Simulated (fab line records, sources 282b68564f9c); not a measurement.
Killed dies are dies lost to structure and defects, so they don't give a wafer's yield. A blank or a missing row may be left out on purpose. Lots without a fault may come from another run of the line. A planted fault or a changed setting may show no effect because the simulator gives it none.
Problem report in the 8D (eight disciplines) form, filled by code | flow rit_cmos | the parts of the form that need people (team, actions taken, sign-off) are left out

1. THE PROBLEM
SPACER_NITRIDE_THK at RIT_SPACER_THK_MEAS_04 reads a mean of 95.6 nm on 6 wafers of 2 lots; wafers without a fault read 249.6 nm with a standard deviation of 2.2. That is -70 standard deviations from the usual mean.
First seen on wafer L802.2, day 3 18:33, on film_metro-04. The record holds 42 wafers of 14 lots with a number at this step. Rule for "out", or "out of limits": more than 4 standard deviations from the usual mean. The other wafers with a number count as sound.

2. WHAT IT IS AND WHAT IT IS NOT
question                    | is                           | is not
which readings at this step | SPACER_NITRIDE_THK           | -
which lots                  | L802, L803                   | L798, L799, L800, L801, L810, L812, L813, L816, L817, L818, L819, L820
which wafers of those lots  | all that have a number       | -
read on which gauges        | film_metro-03, film_metro-04 | film_metro-01
when                        | from day 3 18:33             | up to then (12 sound wafers); but 24 sound wafers of L810, L812, L813, L816, L817, L818, L819, L820 came after

3. SUSPECTS, AND WHAT RULES EACH OUT
Counting: a tool at a process step up to the reading stays a suspect if it ran every lot that is out and no sound lot after the first of them.
- the gauge at RIT_SPACER_THK_MEAS_04: ruled out. The wafers that are out were read on 2 gauges (film_metro-03, film_metro-04).
- lpcvd-02 at RIT_SPACER_CVD_03 (deposits Si3N4 from SiH2Cl2/NH3, target thk 250 nm, time 3300 s): ruled out as a lasting fault. Sound lots L816, L817, L819, L820 ran on it after its first lot that is out, L802 (day 3 16:37).
Left after counting: nothing in the record.

4. THE CAUSE (what the simulator had put in)
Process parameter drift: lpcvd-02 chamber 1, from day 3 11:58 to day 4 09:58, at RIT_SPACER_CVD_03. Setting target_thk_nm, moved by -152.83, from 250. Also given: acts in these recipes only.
Counting ruled it out, wrongly: the rule takes a fault to strike every lot that its tool runs from its start on, and this one did not.

5. THE CHAIN OF EFFECTS, in route order
Each row: a reading whose mean over the struck wafers that have a number lies more than 3 standard deviations from the usual. Only readings for which the record gives a usual standard deviation are gone through. hours: the time from each lot's start at the first step in this table that gives one to its start at this step, as a median over the lots. sigmas: the change in usual standard deviations.
hours | step                   | reading            | usual      | on struck wafers | change | sigmas
0     | RIT_SPACER_THK_MEAS_04 | SPACER_NITRIDE_THK | 249.6 nm   | 95.6             | -154.0 | -70
0     | RIT_SPACER_ETCHBACK_05 | oes_product_au     | 0.847 a.u. | 0.468            | -0.379 | -29
13    | RIT_M1_BOW_MEAS_16     | M1_BOW             | 16 um      | -7               | -23    | -3.5
The process steps in it:
- RIT_SPACER_ETCHBACK_05: etches Si3N4 in SF6/CHF3, stops on SiO2, target depth 250 nm, time 240 s.
Later measuring or inspecting steps at which every struck wafer that the step has a row for has a number for every such reading, and none has moved that far: RIT_CONTACT_THK_MEAS_01, RIT_CONTACT_CD_MEAS_90.

6. WHAT WOULD HAVE CAUGHT IT SOONER
In this record the first reading out of limits at a measuring or inspecting step was taken at day 3 18:33, 7 hours after the fault began at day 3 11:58.
